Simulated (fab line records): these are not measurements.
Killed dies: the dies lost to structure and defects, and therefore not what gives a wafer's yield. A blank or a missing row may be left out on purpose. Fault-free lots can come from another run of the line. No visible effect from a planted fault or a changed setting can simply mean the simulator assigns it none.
Which tool did it? -- flow berkeley-cmos170 -- 14 lots, 42 wafers sampled, at 5 steps of a route of 331

== WHAT THE GAUGES SHOWED, per wafer ==
UCB170_SCREENOX_THK_MEAS_02. Usual: for SCREENOX_OXIDE_THK the level is 14.38 nm and the standard deviation is 0.22.
lot,measured,on,SCREENOX_OXIDE_THK (nm),flag
L859,day 5 17:11,film-metro-03,14.83 14.46 14.69,
L860,day 5 23:49,film-metro-03,14.60 14.70 14.64,
L864,day 6 23:50,film-metro-03,14.38 14.48 14.32,
L863,day 6 23:47,film-metro-04,14.40 14.54 14.00,
L862,day 6 23:49,film-metro-03,14.76 14.31 14.65,
L865,day 6 23:47,film-metro-01,14.52 14.38 14.33,
L868,day 7 12:32,film-metro-03,14.25 14.40 14.30,
L866,day 7 12:33,film-metro-04,14.33 14.14 14.46,
L869,day 7 21:18,film-metro-03,14.21 14.12 14.09,
L870,day 8 11:59,film-metro-03,14.18 14.27 14.27,
L873,day 8 23:50,film-metro-04,14.29 14.22 14.25,
L875,day 9 22:30,film-metro-01,14.66 14.49 14.63,
L880,day 10 22:52,film-metro-03,14.30 14.52 14.37,
L881,day 10 22:52,film-metro-01,14.47 14.20 14.10,

UCB170_PVT_OVL_MEAS_06. Usual: for PVT_OVL the level is 3 nm and the standard deviation is 4.6.
lot,measured,on,PVT_OVL (nm),flag
L859,day 6 01:22,overlay-02,1 6 1,
L860,day 6 07:27,overlay-01,6 -2 -3,
L864,day 7 06:24,overlay-02,-2 -5 1,
L863,day 7 06:11,overlay-01,6 -1 12,
L862,day 7 05:56,overlay-02,4 3 3,
L865,day 7 05:40,overlay-02,2 -7 8,
L868,day 7 23:56,overlay-02,7 4 4,
L866,day 7 23:58,overlay-01,9 6 7,
L869,day 8 05:50,overlay-02,3 -1 1,
L870,day 8 20:30,overlay-01,4 13 3,
L873,day 9 10:58,overlay-01,4 9 7,
L875,day 10 09:13,overlay-02,-6 -5 -7,
L880,day 11 08:25,overlay-01,8 4 3,
L881,day 11 08:08,overlay-01,3 -3 3,

UCB170_GATE_THK_MEAS_02. Usual: for GATE_OXIDE_THK the level is 6.65 nm and the standard deviation is 0.13.
lot,measured,on,GATE_OXIDE_THK (nm),flag
L859,day 6 09:48,film-metro-02,6.32 6.29 6.54,
L860,day 6 09:55,film-metro-04,6.58 6.52 6.40,
L864,day 7 10:37,film-metro-02,6.63 6.75 6.57,
L863,day 7 10:33,film-metro-04,6.59 6.69 6.67,
L862,day 7 10:35,film-metro-01,6.59 6.67 6.71,
L865,day 7 10:33,film-metro-02,6.66 6.64 6.72,
L868,day 8 05:19,film-metro-01,6.51 6.64 6.56,
L866,day 8 05:19,film-metro-02,6.72 6.57 6.59,
L869,day 8 13:50,film-metro-04,6.59 6.54 6.66,
L870,day 9 04:40,film-metro-01,6.74 6.73 6.67,
L873,day 9 19:25,film-metro-01,6.45 6.51 6.50,
L875,day 10 17:17,film-metro-02,6.76 6.85 6.69,
L880,day 11 15:14,film-metro-04,5.64 5.63 5.62 5.65 5.72 5.57,OFF
L881,day 11 15:10,film-metro-01,5.89 5.83 5.76 5.90 5.81 5.78,OFF

== EACH LOT AND THE TOOL THAT RAN IT (in order: tool; ch and the chambers of the sampled wafers; start) ==
lot,UCB170_PFIELD_STRIP_08,UCB170_GATE_OXIDATION_01
L859,"plasma-asher-02 ch 0,1, day 4 15:10","furnace-04 ch 0, day 6 08:17"
L860,"plasma-asher-02 ch 0,1, day 4 23:43","furnace-04 ch 0, day 6 08:17"
L864,"plasma-asher-03 ch 0,1, day 5 15:07","furnace-01 ch 0, day 7 09:03"
L863,"plasma-asher-02 ch 0,1, day 5 15:19","furnace-01 ch 0, day 7 09:03"
L862,"plasma-asher-03 ch 0,1, day 5 16:01","furnace-01 ch 0, day 7 09:03"
L865,"plasma-asher-02 ch 1, day 5 18:10","furnace-01 ch 0, day 7 09:03"
L868,"plasma-asher-03 ch 0, day 6 03:14","furnace-01 ch 0, day 8 03:49"
L866,"plasma-asher-01 ch 0,1, day 6 03:16","furnace-01 ch 0, day 8 03:49"
L869,"plasma-asher-02 ch 0,1, day 6 15:18","furnace-02 ch 0, day 8 12:15"
L870,"plasma-asher-02 ch 0,1, day 7 09:02","furnace-02 ch 0, day 9 03:10"
L873,"plasma-asher-03 ch 0,1, day 7 17:29","furnace-04 ch 0, day 9 17:53"
L875,"plasma-asher-02 ch 0,1, day 8 13:53","furnace-01 ch 0, day 10 15:47"
L880,"plasma-asher-03 ch 0,1, day 9 13:35","furnace-01 ch 0, day 11 13:40"
L881,"plasma-asher-02 ch 1, day 9 14:01","furnace-01 ch 0, day 11 13:40"
- UCB170_PFIELD_STRIP_08: strips in O2.
- UCB170_GATE_OXIDATION_01: target thk 6.6 nm, ox time 1800 s.

== AS READ BY THE TOOLS THEMSELVES (means over the sampled wafers that have a number; for cases with no such wafer, the mark the record gives instead) ==
UCB170_PFIELD_STRIP_08. Usual: drypump-motor-current-A 6.06 A, standard deviation 0.19; oes-product-au 0.735 a.u., standard deviation 0.0042; strip-time-to-endpoint-s 21.63 s, standard deviation 0.057.
lot,tool,drypump-motor-current-A (A),oes-product-au (a.u.),strip-time-to-endpoint-s (s),flag
L859,plasma-asher-02,6.23,0.733,21.50,
L860,plasma-asher-02,6.25,0.734,21.57,
L864,plasma-asher-03,5.95,0.737,21.59,
L863,plasma-asher-02,6.06,0.738,21.67,
L862,plasma-asher-03,5.96,0.742,21.64,
L865,plasma-asher-02,5.87,0.733,21.65,
L868,plasma-asher-03,5.98,0.733,21.64,
L866,plasma-asher-01,6.14,0.736,21.66,
L869,plasma-asher-02,6.05,0.735,21.64,
L870,plasma-asher-02,6.07,0.738,21.63,
L873,plasma-asher-03,5.97,0.735,21.63,
L875,plasma-asher-02,6.24,0.739,21.71,
L880,plasma-asher-03,5.97,0.733,21.60,
L881,plasma-asher-02,5.87,0.733,21.63,

UCB170_GATE_OXIDATION_01. Usual: ox-temp-c 850.0 C, standard deviation 0.36; zone-power-load-pct 23.7 %, standard deviation 0.87.
lot,tool,ox-temp-c (C),zone-power-load-pct (%),flag
L859,furnace-04,850.1,23.3,
L860,furnace-04,849.9,23.3,
L864,furnace-01,850.2,24.3,
L863,furnace-01,849.9,24.5,
L862,furnace-01,850.0,24.6,
L865,furnace-01,850.3,24.2,
L868,furnace-01,850.1,24.0,
L866,furnace-01,849.4,24.0,
L869,furnace-02,850.0,22.1,
L870,furnace-02,850.0,21.9,
L873,furnace-04,849.5,23.0,
L875,furnace-01,850.1,24.2,
L880,furnace-01,850.0,24.3,
L881,furnace-01,850.1,24.1,

== THE ANSWER, worked out from the rows above alone ==
Rule: take the mean of a lot's wafers that have a number; if it is more than 3 standard deviations from the usual mean, the lot is off. A lot without any number at a reading at which 4 lots or more have one is off too. All remaining lots with rows at the step are treated as sound. Order of review: gauges by route order, followed by the tools' own readings, for which a lot's mean as printed above is used. At the first step where some lot is off, the reading lying furthest off is the one used; lots without a number count as furthest.
Off: L880, L881, at UCB170_GATE_THK_MEAS_02 (GATE_OXIDE_THK).
If a tool, at a process step before that reading, ran all the lots that are off and no sound lot after the first of them, it fits. Gauges at UCB170_GATE_THK_MEAS_02: tried the same way as those tools. One fits: furnace-01 at UCB170_GATE_OXIDATION_01. Its last sound lot is L875 (day 10 15:47), its first lot that is off L880 (day 11 13:40): a fault that began between those two fits.

== WHAT THE SIMULATOR HAD PUT IN ==
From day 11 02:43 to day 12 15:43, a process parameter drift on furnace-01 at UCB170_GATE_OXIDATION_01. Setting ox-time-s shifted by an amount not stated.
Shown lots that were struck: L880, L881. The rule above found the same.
